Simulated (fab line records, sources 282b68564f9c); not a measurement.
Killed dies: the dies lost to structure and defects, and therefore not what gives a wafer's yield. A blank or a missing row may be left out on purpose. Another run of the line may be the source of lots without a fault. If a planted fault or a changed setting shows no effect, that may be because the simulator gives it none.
One fault through the eyes of 2 desks | flow ritCmos | what lay behind the numbers comes last; until then each desk has only its own

== THE TOOL OWNER'S DESK: implanter-04 ==
For each lot that ran on this tool, the mean over its sampled wafers that have a number, from the tool's own readings at RIT_PWELL_IMPLANT_08. Any lot whose mean is over 4 standard deviations away from the usual mean is out of limits and marked OUT; that distance is given in the brackets.
Columns: A = doseIonsCm2 at RIT_PWELL_IMPLANT_08, usual 6.999e+13; B = faradayCurrentUA at RIT_PWELL_IMPLANT_08, usual 222
lot  | first seen here | A                           | B
L349 | day 2 11:25     | 7.003e+13                   | 220
L352 | day 2 19:58     | 6.999e+13                   | 222
L355 | day 3 12:14     | 6.999e+13                   | 223
L359 | day 4 11:10     | 6.997e+13                   | 218
L362 | day 4 21:55     | 6.991e+13                   | 224
L363 | day 5 04:59     | 5.097e+13 (-99 or more) OUT | 159 (-14) OUT
L366 | day 5 17:49     | 5.087e+13 (-99 or more) OUT | 162 (-14) OUT
This desk finds L363, L366 out of limits, L363 being first, at day 5 04:59 (doseIonsCm2 at RIT_PWELL_IMPLANT_08). L349, L352, L355, L359, L362: within limits.

== METROLOGY DESK ==
What the gauges read, lot by lot, whatever tool the lot ran on: means of the sampled wafers that have a number. Any lot whose mean is over 4 standard deviations away from the usual mean is out of limits and marked OUT; that distance is given in the brackets.
Columns: A = PWELL_TW at RIT_PWELL_TW_MEAS_10, usual 955; B = PWELL_RS at RIT_WELLDRIVE_RS_MEAS_02, usual 430.0 ohm/sq
lot  | first seen here | A              | B
L349 | day 2 11:45     | 940            | 429.8
L350 | day 2 12:01     | 937            | 430.4
L351 | day 2 16:38     | 943            | 428.8
L352 | day 2 20:18     | 962            | 431.6
L353 | day 3 01:26     | 937            | 430.2
L355 | day 3 12:31     | 965            | 431.0
L357 | day 4 00:20     | 962            | 428.0
L359 | day 4 11:28     | 957            | 429.5
L362 | day 4 22:15     | 937            | 431.0
L363 | day 5 05:18     | 873 (-7.5) OUT | 525.6 (+68) OUT
L364 | day 5 10:25     | 964            | 430.5
L366 | day 5 18:08     | 874 (-7.4) OUT | 525.2 (+68) OUT
L369 | day 6 08:06     | 952            | 431.4
L370 | day 6 15:29     | 955            | 429.9
This desk reports L363, L366 out of limits; the earliest was L363 at day 5 05:18 (PWELL_TW at RIT_PWELL_TW_MEAS_10). L349, L350, L351, L352, L353, L355, L357, L359, L362, L364, L369, L370: within limits.

== ALL TOGETHER ==
The tool owner's desk had the chance to raise an alarm at day 5 04:59 on L363, L366.
The metrology desk could have raised an alarm at day 5 05:18, on L363, L366.
The lots listed all ran RIT_PWELL_IMPLANT_08 on implanter-04.

== WHAT THE SIMULATOR PUT IN ==
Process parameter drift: implanter-04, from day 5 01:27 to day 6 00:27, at RIT_PWELL_IMPLANT_08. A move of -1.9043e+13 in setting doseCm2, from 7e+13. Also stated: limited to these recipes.
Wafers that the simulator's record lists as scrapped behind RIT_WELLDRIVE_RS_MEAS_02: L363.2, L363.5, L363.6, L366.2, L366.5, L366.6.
Lots struck among those shown: L363, L366.
Hours from the fault's start to each desk's first reading out of limits: the tool owner's desk, 4; the metrology desk, 4.
